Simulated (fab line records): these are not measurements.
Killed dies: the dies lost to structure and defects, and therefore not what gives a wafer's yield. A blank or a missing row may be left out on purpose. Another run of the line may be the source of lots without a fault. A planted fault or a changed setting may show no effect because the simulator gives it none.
fab line records    flow berkeleyCmos170
[record] lots = 15  wafers = 45  lastDay = 11
route steps=331 shown SDANNEAL@204
lots that met no fault: from a run of the same line without faults
startH: the number of hours between the record's first day and the start of the first shown wafer of the lot    waitH: time in hours since the lot's previous step    " repeats the value in the row above    L1.1+2: a single row standing in for several wafers    - no value, or no start was given    * or withheld: withheld    < > ~ a bound
route shown NAME@n: names a module that has steps shown in the file, with the first one's number in the route    usual: mean/standard deviation taken from wafers without a fault    same: alike in all rows    chamber/n: place in a boat    sites: the reading at each site    _std_site: how widely they spread, as a standard deviation    _edge_site: mean of outer sites minus mean of inner sites    radiusMm: for every site, how far away it sits from the centre of the wafer    mask NAME#n: copy n    behind: the most recent tool/chamber to have shaped the wafer    hold: why the lot went on hold/how many hours it stayed there/how the hold came to an end    device: the transistor (n, p or np) that didn't switch    end of line: at the end of the route, the tests of the same wafers    step lacking rows: just its recipe    killed: the dies lost at the first sort to structure and to defects; this is not the yield of the wafer    map: a wafer's dies, marking killed ones x, the rest . and places with no die _
set.NAME: the run value of the setting; set.NAME@STEP: its run value at that earlier step    model.NAME: the simulator's own value behind a step, which no gauge read
steps of the route over a sample of lots; a table a step, a row a wafer
[[steps]]
[step UCB170_SDANNEAL_RTA_00]
[recipe] tempC = 900  timeS = 10  ambient = N2
[usual] annealTempCMax = 904.0/1.3  chamberO2Ppm = 2.000/0.02  lampPowerPct = 23.54/0.06  wafer_temp_C_max = 905.4/1.1
lot.wafer  tool          chamber  startH  waitH  annealTempCMax  chamberO2Ppm  lampPowerPct  wafer_temp_C_max
L164.1     rtpAnneal-01  0        144.77  0.0    904.6           2.011         23.58         907.3
L164.2     "             0        "       "      906.7           1.984         23.62         905.2
L164.4     "             0        "       "      905.4           1.977         23.59         905.2
L166.2     rtpAnneal-02  0        158.13  0.0    903.4           2.005         23.49         904.4
L166.3     "             0        "       "      902.6           2.027         23.51         905.1
L166.4     "             0        "       "      902.9           1.991         23.55         904.8
L167.1     rtpAnneal-01  0        165.09  0.0    904.8           1.997         23.58         904.2
L167.3     "             0        "       "      904.6           2.028         23.60         906.3
L167.6     "             0        "       "      904.5           2.023         23.62         907.1
L168.3     rtpAnneal-02  0        165.41  0.0    902.7           2.006         23.46         903.7
L168.5     "             0        "       "      902.6           2.014         23.46         905.1
L168.6     "             0        "       "      901.9           2.004         23.46         904.8
L169.3     rtpAnneal-01  0        174.01  0.0    904.4           1.994         23.61         906.3
L169.5     "             0        "       "      904.3           2.005         23.64         904.8
L169.6     "             0        "       "      904.7           1.954         23.57         906.4
L171.2     rtpAnneal-02  0        181.40  0.0    903.0           1.992         23.46         905.3
L171.5     "             0        "       "      903.0           1.957         23.48         904.2
L171.6     "             0        "       "      904.4           2.025         23.49         905.6
L173.1     rtpAnneal-01  0        196.06  0.0    905.3           1.977         23.56         905.2
L173.3     "             0        "       "      906.6           2.008         23.56         907.1
L173.4     "             0        "       "      904.3           2.006         23.59         907.0
L174.1     rtpAnneal-02  0        196.30  0.0    903.0           1.956         23.50         903.3
L174.4     "             0        "       "      902.9           2.004         23.47         904.4
L174.5     "             0        "       "      903.5           1.964         23.46         904.7
L176.1     rtpAnneal-01  0        204.72  0.0    905.4           2.008         23.60         906.5
L176.4     "             0        "       "      904.2           1.997         23.61         904.2
L176.6     "             0        "       "      904.1           2.006         23.58         905.7
L175.4     rtpAnneal-02  0        204.76  0.0    903.3           2.008         23.49         905.3
L175.5     "             0        "       "      902.2           2.011         23.48         905.7
L175.6     "             0        "       "      902.3           2.006         23.46         905.5
L177.1     rtpAnneal-01  -        204.85  0.1    -               -             -             -
L177.5     "             -        "       "      -               -             -             -
L177.6     "             -        "       "      -               -             -             -
L178.1     rtpAnneal-01  -        207.99  0.0    -               -             -             -
L178.2     "             -        "       "      -               -             -             -
L178.5     "             -        "       "      -               -             -             -
L179.2     rtpAnneal-02  -        227.88  0.0    -               -             -             -
L179.3     "             -        "       "      -               -             -             -
L179.4     "             -        "       "      -               -             -             -
L181.4     rtpAnneal-02  0        228.35  0.0    903.7           1.984         23.50         904.8
L181.5     "             0        "       "      903.3           1.979         23.50         905.1
L181.6     "             0        "       "      903.0           2.005         23.49         905.0
L182.3     rtpAnneal-01  0        228.56  0.0    905.3           1.988         23.58         905.9
L182.5     "             0        "       "      904.7           2.012         23.58         904.6
L182.6     "             0        "       "      904.5           2.018         23.57         905.9
[[key]]
[firstSign] step = UCB170_SDANNEAL_RTA_00  reading = toolRecord  direction = missing
effect none on later readings
metAt UCB170_SDANNEAL_RTA_00
struckLots L177,L178,L179
laterRowsLeftOut L177.1,L177.5,L177.6,L178.1,L178.2,L178.5,L179.2,L179.3,L179.4
sortLeftOut L177.1,L177.5,L177.6,L178.1,L178.2,L178.5,L179.2,L179.3,L179.4
testerLeftOut L177,L178,L179
onsetBetween 204.76 204.85
[fault] kind = skippedStepWhole  tool = rtpAnneal-01,rtpAnneal-02  chamber = -  onsetH = 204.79  steps = UCB170_SDANNEAL_RTA_00  scope = struckLotsOnly
// testerLeftOut: of these lots the tester's yield and bins aren't shown, on N5 and GAA mostly nor the transistor test; their killed dies are dies lost to structure and defects alone, not to doping, threshold or leakage, so they don't give the yield
// sortLeftOut: the simulated sort isn't trusted on such a fault, so these wafers' sort isn't shown, and their yield isn't known
// laterRowsLeftOut: the simulator's readings of these wafers behind a module that went badly wrong aren't trusted and aren't shown, but for the sort
